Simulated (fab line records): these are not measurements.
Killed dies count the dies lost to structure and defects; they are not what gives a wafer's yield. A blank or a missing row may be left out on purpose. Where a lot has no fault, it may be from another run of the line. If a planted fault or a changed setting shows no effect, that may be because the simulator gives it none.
What tool caused it? -- flow berkeleyCmos170 -- Sampling: 14 lots, 42 wafers, 4 of 331 route steps

== WHAT THE GAUGES READ, wafer by wafer ==
UCB170_PWELL_THK_MEAS_03. Usual: for PWELL_OXIDE_THK the level is 26.4 nm and the standard deviation is 0.48.
lot,measured,on,PWELL_OXIDE_THK (nm),flag
L540,day 3 02:07,filmMetro-04,25.9 26.5 26.0,
L542,day 3 07:33,filmMetro-01,25.9 26.2 25.7,
L543,day 3 13:11,filmMetro-04,26.0 25.7 25.8,
L544,day 3 13:11,filmMetro-01,26.0 26.1 26.2,
L545,day 3 22:53,filmMetro-02,26.8 26.7 26.5,
L546,day 4 03:14,filmMetro-04,26.9 26.6 26.4,
L547,day 4 11:59,filmMetro-01,26.3 26.5 26.7,
L548,day 4 11:59,filmMetro-02,26.4 26.2 26.4,
L552,day 5 11:14,filmMetro-01,26.1 26.4 26.3,
L556,day 6 10:28,filmMetro-04,26.9 27.3 26.7,
L559,day 6 21:22,filmMetro-04,25.9 25.7 26.2,
L557,day 6 21:23,filmMetro-01,26.6 26.0 26.6,
L561,day 7 06:38,filmMetro-02,26.1 26.4 26.4,
L562,day 7 13:17,filmMetro-01,25.3 25.8 25.7,

UCB170_V2_CD_MEAS_90: the cd target is 700 nm. Usual: cdNm 699.3 nm, standard deviation 1.7.
lot,measured,on,cdNm (nm),flag
L540,day 7 21:08,cdSem-02,696.5 700.9 699.6,
L542,day 8 03:35,cdSem-02,700.2 702.1 701.5,
L543,day 8 13:54,cdSem-01,698.9 700.0 701.8,
L544,day 8 13:36,cdSem-01,700.6 701.4 700.3,
L545,day 8 23:30,cdSem-01,701.4 698.6 701.6,
L546,day 8 22:46,cdSem-02,696.9 698.1 698.9,
L547,day 9 14:42,cdSem-01,697.7 698.3 696.7,
L548,day 9 18:03,cdSem-01,697.1 700.2 696.6,
L552,day 10 09:02,cdSem-02,697.9 701.5 703.2,
L556,day 11 06:28,cdSem-02,699.6 695.4 696.5,
L559,day 11 17:21,cdSem-01,702.5 701.0 699.1,
L557,day 11 17:39,cdSem-01,698.7 700.6 699.6,
L561,day 11 18:17,cdSem-02,699.0 698.5 699.2,
L562,day 12 08:52,cdSem-02,699.0 698.8 699.1,

== EACH LOT AND THE TOOL THAT RAN IT (in order: tool; ch and the chambers of the sampled wafers; start) ==
lot,UCB170_GATE_ETCH_14,UCB170_M1_METAL_ETCH_12
L540,"rieDiel-03 ch 0,3, day 6 13:32","rieMetal-04 ch 0,1, day 7 09:36"
L542,"rieDiel-03 ch 0,1,2, day 6 16:40","rieMetal-01 ch 1, day 7 13:22"
L543,"rieDiel-03 ch 0,1,3, day 7 03:16","rieMetal-01 ch 0,1, day 7 22:44"
L544,"rieDiel-02 ch 0,3, day 7 01:28","rieMetal-04 ch 0,1, day 7 22:28"
L545,"rieDiel-03 ch 0,1,3, day 7 06:59","rieMetal-01 ch 0,1, day 8 08:52"
L546,"rieDiel-02 ch 0,2,3, day 7 06:52","rieMetal-04 ch 0,1, day 8 08:59"
L547,"rieDiel-02 ch 0,3, day 8 02:52","rieMetal-01 ch 0,1, day 9 03:13"
L548,"rieDiel-03 ch 1,2,3, day 8 02:36","rieMetal-02 ch 0,1, day 9 06:02"
L552,"rieDiel-01 ch 1,2, day 8 19:44","rieMetal-04 ch 0,1, day 9 18:33"
L556,"rieDiel-03 ch 0,2,3, day 9 21:52","rieMetal-02 ch 0,1, day 10 17:46"
L559,"rieDiel-02 ch 2,3, day 9 21:54","rieMetal-02 ch 1, day 11 01:19"
L557,"rieDiel-01 ch 0,2,3, day 9 22:09","rieMetal-04 ch 0,1, day 11 02:21"
L561,"rieDiel-03 ch 0,2,3, day 10 05:02","rieMetal-04 ch 0,1, day 11 03:52"
L562,"rieDiel-02 ch 0,1,3, day 10 13:54","rieMetal-02 ch 0,1, day 11 15:38"
- UCB170_GATE_ETCH_14: etches BARC in N2/H2.
- UCB170_M1_METAL_ETCH_12: etches Al in Cl2/BCl3, stops on PSG, target depth 780 nm, time 130 s.

== AS READ BY THE TOOLS THEMSELVES (means over the sampled wafers that have a number; for cases with no such wafer, the mark the record gives instead) ==
UCB170_GATE_ETCH_14. Usual: drypumpMotorCurrentA 5.7 A, standard deviation 0.48; oesProductAu 1.011 a.u., standard deviation 0.022; throttleValvePct 13.24 %, standard deviation 0.13.
lot,tool,drypumpMotorCurrentA (A),oesProductAu (a.u.),throttleValvePct (%),flag
L540,rieDiel-03,5.7,1.000,13.22,
L542,rieDiel-03,6.0,1.031,13.20,
L543,rieDiel-03,5.7,0.997,13.22,
L544,rieDiel-02,5.2,1.005,13.17,
L545,rieDiel-03,5.8,0.994,13.21,
L546,rieDiel-02,5.3,0.993,13.18,
L547,rieDiel-02,5.4,1.004,13.13,
L548,rieDiel-03,6.2,1.016,13.18,
L552,rieDiel-01,5.6,1.012,13.26,
L556,rieDiel-03,6.0,1.032,13.20,
L559,rieDiel-02,5.2,1.008,13.24,
L557,rieDiel-01,5.5,1.007,13.27,
L561,rieDiel-03,6.0,1.025,13.20,
L562,rieDiel-02,5.5,1.017,13.25,

UCB170_M1_METAL_ETCH_12. Usual: drypumpMotorCurrentA 5.4 A, standard deviation 0.31; oesProductAu 0.856 a.u., standard deviation 0.013; throttleValvePct 24.25 %, standard deviation 0.14.
lot,tool,drypumpMotorCurrentA (A),oesProductAu (a.u.),throttleValvePct (%),flag
L540,rieMetal-04,5.3,0.846,24.18,
L542,rieMetal-01,6.0,0.839,24.63,
L543,rieMetal-01,5.8,0.835,24.49,
L544,rieMetal-04,5.1,0.851,24.20,
L545,rieMetal-01,5.8,0.839,24.49,
L546,rieMetal-04,5.3,0.851,24.17,
L547,rieMetal-01,5.8,0.849,24.49,
L548,rieMetal-02,5.4,0.868,24.24,
L552,rieMetal-04,5.3,0.853,24.18,
L556,rieMetal-02,5.3,0.865,24.20,
L559,rieMetal-02,5.1,0.873,24.17,
L557,rieMetal-04,5.3,0.858,24.17,
L561,rieMetal-04,5.3,0.861,24.17,
L562,rieMetal-02,5.4,0.866,24.36,

== THE ANSWER, worked out from the rows above alone ==
Rule: a lot counts as off when the mean over its wafers that have a number is more than 3 standard deviations away from the usual mean. A lot without any number at a reading at which 4 lots or more have one is off too. All remaining lots with rows at the step are treated as sound. The gauges are gone through in route order, then the tools' own readings, and for those a lot's mean is taken as printed above. The first step at which some lot is off is used, and at that step the reading that is off furthest; a lot without a number counts as furthest.
Across all readings shown, no lot is off: no conclusion can be drawn from this.

== WHAT THE SIMULATOR PUT IN ==
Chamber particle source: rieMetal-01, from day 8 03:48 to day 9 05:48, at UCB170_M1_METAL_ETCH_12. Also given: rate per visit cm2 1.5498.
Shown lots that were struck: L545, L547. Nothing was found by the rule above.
